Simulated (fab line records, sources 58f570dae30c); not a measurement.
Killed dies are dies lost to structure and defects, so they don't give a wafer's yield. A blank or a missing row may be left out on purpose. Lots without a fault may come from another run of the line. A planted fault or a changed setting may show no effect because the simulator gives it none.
Which tool did it? | flow berkeley_cmos170 | 14 lots, 42 wafers sampled, at 4 steps of a route of 331

WHAT THE GAUGES READ, wafer by wafer
UCB170_WELLDRIVE_THK_MEAS_02.
lot  | measured    | on            | WELLDRIVE_OXIDE_THK (nm)
L869 | day 3 20:22 | film_metro-04 | 196 196 193
L870 | day 3 20:22 | film_metro-01 | 198 199 197
L873 | day 4 12:43 | film_metro-04 | 196 194 194
L879 | day 5 18:04 | film_metro-01 | 180 177 182 180 178 181
L880 | day 5 18:04 | film_metro-04 | 178 178 178 178 178 178
L882 | day 6 14:59 | film_metro-04 | 195 200 199
L883 | day 6 14:59 | film_metro-03 | 196 197 195
L885 | day 6 21:30 | film_metro-03 | 194 194 196
L886 | day 6 21:31 | film_metro-04 | 198 197 194
L884 | day 7 03:30 | film_metro-01 | 198 200 200
L887 | day 7 09:50 | film_metro-01 | 199 201 201
L888 | day 7 15:49 | film_metro-01 | 195 200 198
L889 | day 7 15:50 | film_metro-04 | 199 200 202
L891 | day 7 16:23 | film_metro-04 | 199 203 199

UCB170_M1_THK_MEAS_02: measures by xrf.
lot  | measured     | on            | M1_AL_THK (nm)
L869 | day 7 18:38  | film_metro-02 | 576 580 577
L870 | day 7 18:27  | film_metro-01 | 599 596 591
L873 | day 8 03:30  | film_metro-01 | 586 581 581
L879 | day 9 05:11  | film_metro-02 | 589 588 591
L880 | day 9 05:42  | film_metro-04 | 598 598 597
L882 | day 9 22:18  | film_metro-01 | 577 578 580
L883 | day 9 22:29  | film_metro-02 | 590 593 594
L885 | day 10 04:02 | film_metro-02 | 591 591 592
L886 | day 10 04:47 | film_metro-02 | 584 586 585
L884 | day 10 06:10 | film_metro-02 | 588 578 588
L887 | day 10 23:55 | film_metro-02 | 590 589 589
L888 | day 11 07:07 | film_metro-01 | 593 592 593
L889 | day 11 07:19 | film_metro-04 | 586 592 595
L891 | day 11 07:44 | film_metro-02 | 594 594 591

UCB170_V2_THK_MEAS_04.
lot  | measured     | on            | V2_POLISHED_THK (nm)
L869 | day 8 06:23  | film_metro-03 | 999.4 999.5 999.2
L870 | day 8 05:49  | film_metro-01 | 998.9 1000.2 999.4
L873 | day 8 18:09  | film_metro-01 | 999.4 999.8 1000.3
L879 | day 9 17:35  | film_metro-01 | 1000.2 1000.4 999.6
L880 | day 9 18:08  | film_metro-03 | 999.1 999.3 1002.7
L882 | day 10 11:14 | film_metro-01 | 1001.0 999.4 1001.0
L883 | day 10 10:38 | film_metro-01 | 999.5 998.5 998.7
L885 | day 10 17:33 | film_metro-01 | 997.8 999.0 998.9
L886 | day 10 18:38 | film_metro-04 | 999.6 997.8 997.6
L884 | day 10 18:19 | film_metro-03 | 998.3 999.1 998.5
L887 | day 11 11:59 | film_metro-01 | 998.9 1000.3 998.9
L888 | day 11 21:07 | film_metro-03 | 1000.2 998.6 1000.7
L889 | day 11 21:52 | film_metro-03 | 999.3 998.9 1000.1
L891 | day 11 21:45 | film_metro-04 | 996.8 997.8 998.9

WHICH TOOL RAN EACH LOT (tool, then ch and the chambers of the sampled wafers, then the start)
lot  | UCB170_WELLDRIVE_OXIDATION_01
L869 | furnace-03 ch 0, day 3 16:52
L870 | furnace-03 ch 0, day 3 16:52
L873 | furnace-04 ch 0, day 4 09:13
L879 | furnace-03 ch 0, day 5 14:34
L880 | furnace-03 ch 0, day 5 14:34
L882 | furnace-04 ch 0, day 6 11:29
L883 | furnace-04 ch 0, day 6 11:29
L885 | furnace-04 ch 0, day 6 18:00
L886 | furnace-04 ch 0, day 6 18:00
L884 | furnace-04 ch 0, day 7 00:00
L887 | furnace-02 ch 0, day 7 06:19
L888 | furnace-02 ch 0, day 7 12:19
L889 | furnace-02 ch 0, day 7 12:19
L891 | furnace-04 ch 0, day 7 12:51
- UCB170_WELLDRIVE_OXIDATION_01: target thk 199 nm, ox time 9000 s.

WHAT THE TOOLS THEMSELVES READ (means of the sampled wafers that have a number; where no wafer has one, the mark that the record gives instead)
UCB170_WELLDRIVE_OXIDATION_01.
lot  | tool       | spike_tc_centre_C (C) | spike_tc_load_C (C) | spike_tc_source_C (C) | zone_power_centre_pct (%)
L869 | furnace-03 | 1103.4                | 1126                | 1127.2                | 44
L870 | furnace-03 | 1103.8                | 1125                | 1125.9                | 44
L873 | furnace-04 | 1102.5                | 1132                | 1122.5                | 54
L879 | furnace-03 | 1087.8                | 1107                | 1110.2                | 43
L880 | furnace-03 | 1088.9                | 1109                | 1110.5                | 43
L882 | furnace-04 | 1102.3                | 1132                | 1122.6                | 54
L883 | furnace-04 | 1101.8                | 1132                | 1123.3                | 54
L885 | furnace-04 | 1102.9                | 1133                | 1122.8                | 54
L886 | furnace-04 | 1102.8                | 1131                | 1121.7                | 54
L884 | furnace-04 | 1102.9                | 1131                | 1121.2                | 54
L887 | furnace-02 | 1102.0                | 1130                | 1119.3                | 54
L888 | furnace-02 | 1101.3                | 1130                | 1118.2                | 54
L889 | furnace-02 | 1102.5                | 1130                | 1119.4                | 54
L891 | furnace-04 | 1103.3                | 1131                | 1122.2                | 55

THE ANSWER, worked out from the rows above alone
Rule: what is usual is taken from the lots themselves. Put in order of their means at a reading, lots are off if they are a third of the lots or fewer, leave a main group of 4 or more, and stand apart from it by a gap of 3 or more times the standard deviation of the main group's means; of several such gaps the widest counts. A main group whose means are all the same, to the digits that the tables above print for the reading, isn't used. A lot without any number at a reading at which 4 lots or more have one is off too. The other lots that the step has rows for count as sound. The gauges are gone through in route order, then the tools' own readings, and for those a lot's mean is taken as printed above. The first step at which some lot is off is used, and at that step the reading that is off furthest; a lot without a number counts as furthest.
Off: L879, L880, at UCB170_WELLDRIVE_THK_MEAS_02 (WELLDRIVE_OXIDE_THK). The main group: mean 198 nm, standard deviation 2.1.
A tool fits if, at a process step before that reading, it ran every lot that is off, and no sound lot after the first of them. The gauges at UCB170_WELLDRIVE_THK_MEAS_02 aren't tried: what is off there is off at UCB170_WELLDRIVE_OXIDATION_01 too, on other tools, and a gauge's error can't cause that. One fits: furnace-03 at UCB170_WELLDRIVE_OXIDATION_01. Its last sound lot is L869 (day 3 16:52), its first lot that is off L879 (day 5 14:34): a fault that began between those two fits.
The tool's own readings at UCB170_WELLDRIVE_OXIDATION_01 bear it out: on the lots that are off they differ by more than 5 times the standard deviation of the sound lots' means. spike_tc_centre_C reads 1088.3 C there against 1102.6 C on the sound lots; spike_tc_load_C reads 1108 C there against 1130 C on the sound lots.

WHAT THE SIMULATOR HAD PUT IN
Process parameter drift: furnace-03, from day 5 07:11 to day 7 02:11, at UCB170_WELLDRIVE_OXIDATION_01. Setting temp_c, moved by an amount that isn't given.
Lots struck among those shown: L879, L880. The rule above found the same.
